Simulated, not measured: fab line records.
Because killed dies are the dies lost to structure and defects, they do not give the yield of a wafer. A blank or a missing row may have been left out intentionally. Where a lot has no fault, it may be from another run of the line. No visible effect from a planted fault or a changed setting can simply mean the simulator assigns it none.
One fault through the eyes of 2 desks || flow berkeley-cmos170 || every desk sees just its own numbers, and what lay behind them comes last

## FOR THE TOOL OWNER'S DESK: furnace-01
Per lot that ran on this tool, the mean of the sampled wafers carrying a number, from the tool's own readings at UCB170_SPACER_ANNEAL_02 (time 1800 s). Any lot whose mean is over 4 standard deviations away from the usual mean is out of limits and marked OUT; that distance is given in the brackets.
Columns: A = zone-power-source-pct at UCB170_SPACER_ANNEAL_02, usual 25.2 %
{"lot": "L643", "first seen here": "day 11 05:59", "A": 23.1}
{"lot": "L644", "first seen here": "day 11 05:59", "A": 23.2}
{"lot": "L645", "first seen here": "day 11 05:59", "A": 23.3}
Finding of this desk: none of the 3 lots has anything out of limits.

## THE METROLOGY DESK
What the gauges read, lot by lot, whatever tool the lot ran on: means of the sampled wafers that have a number. Any lot whose mean is over 4 standard deviations away from the usual mean is out of limits and marked OUT; that distance is given in the brackets.
Columns: A = cd-nm at UCB170_PLDD_CD_MEAS_06, usual 1200.1 nm; B = NSD_OVL at UCB170_NSD_OVL_MEAS_07, usual -1 nm; C = PLDD_RS at UCB170_SDANNEAL_RS_MEAS_04, usual 1033.0 ohm/sq; D = NLDD_RS at UCB170_SDANNEAL_RS_MEAS_05, usual 616.2 ohm/sq
{"lot": "L630", "first seen here": "day 7 19:25", "A": 1200.8, "B": 0, "C": 1032.3, "D": 617.8}
{"lot": "L627", "first seen here": "day 7 19:42", "A": 1198.6, "B": -7, "C": 1028.8, "D": 616.9}
{"lot": "L628", "first seen here": "day 7 20:16", "A": 1199.3, "B": -3, "C": 1032.0, "D": 615.4}
{"lot": "L629", "first seen here": "day 7 20:23", "A": 1200.2, "B": -1, "C": 1033.4, "D": 616.4}
{"lot": "L633", "first seen here": "day 8 04:07", "A": 1201.9, "B": 1, "C": 1035.9, "D": 615.2}
{"lot": "L631", "first seen here": "day 8 12:45", "A": 1199.3, "B": 1, "C": 1031.3, "D": 616.2}
{"lot": "L635", "first seen here": "day 8 13:05", "A": 1198.7, "B": -11, "C": 1032.4, "D": 617.4}
{"lot": "L634", "first seen here": "day 8 14:10", "A": 1199.9, "B": 0, "C": 1036.6, "D": 616.6}
{"lot": "L636", "first seen here": "day 9 00:22", "A": 1197.6, "B": 1, "C": 1030.1, "D": 616.9}
{"lot": "L644", "first seen here": "day 10 22:50", "A": 1200.6, "B": -2, "C": "1065.2 (+12) OUT", "D": "621.9 (+4.4) OUT"}
{"lot": "L643", "first seen here": "day 10 23:08", "A": 1201.4, "B": 1, "C": "1064.3 (+12) OUT", "D": 620.4}
{"lot": "L645", "first seen here": "day 10 23:32", "A": 1199.1, "B": -8, "C": "1061.0 (+10) OUT", "D": 619.3}
{"lot": "L650", "first seen here": "day 11 13:35", "A": 1202.5, "B": 6, "C": 1034.0, "D": 615.5}
{"lot": "L649", "first seen here": "day 11 13:59", "A": 1199.6, "B": 6, "C": 1034.2, "D": 616.8}
{"lot": "L648", "first seen here": "day 11 14:13", "A": 1201.0, "B": 4, "C": 1037.8, "D": 617.0}
This desk reports L643, L644, L645 out of limits; the earliest was L644 at day 11 11:58 (PLDD_RS at UCB170_SDANNEAL_RS_MEAS_04). L630, L627, L628, L629, L633, L631, L635, L634, L636, L650, L649, L648 stayed within limits.

## ALL TOGETHER
The metrology desk could have raised an alarm at day 11 11:58, on L643, L644, L645.
The tool owner's desk saw nothing out of limits.
On record at the tool owner's desk: L643, L644, L645, within its limits.
On furnace-01, each named lot ran UCB170_SPACER_ANNEAL_02.

## WHAT THE SIMULATOR HAD PUT IN
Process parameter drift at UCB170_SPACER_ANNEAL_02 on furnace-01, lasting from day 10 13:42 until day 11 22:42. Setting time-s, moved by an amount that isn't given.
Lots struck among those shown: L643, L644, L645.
Delay in hours, fault start to first out-of-limits reading, per desk: metrology desk 22.
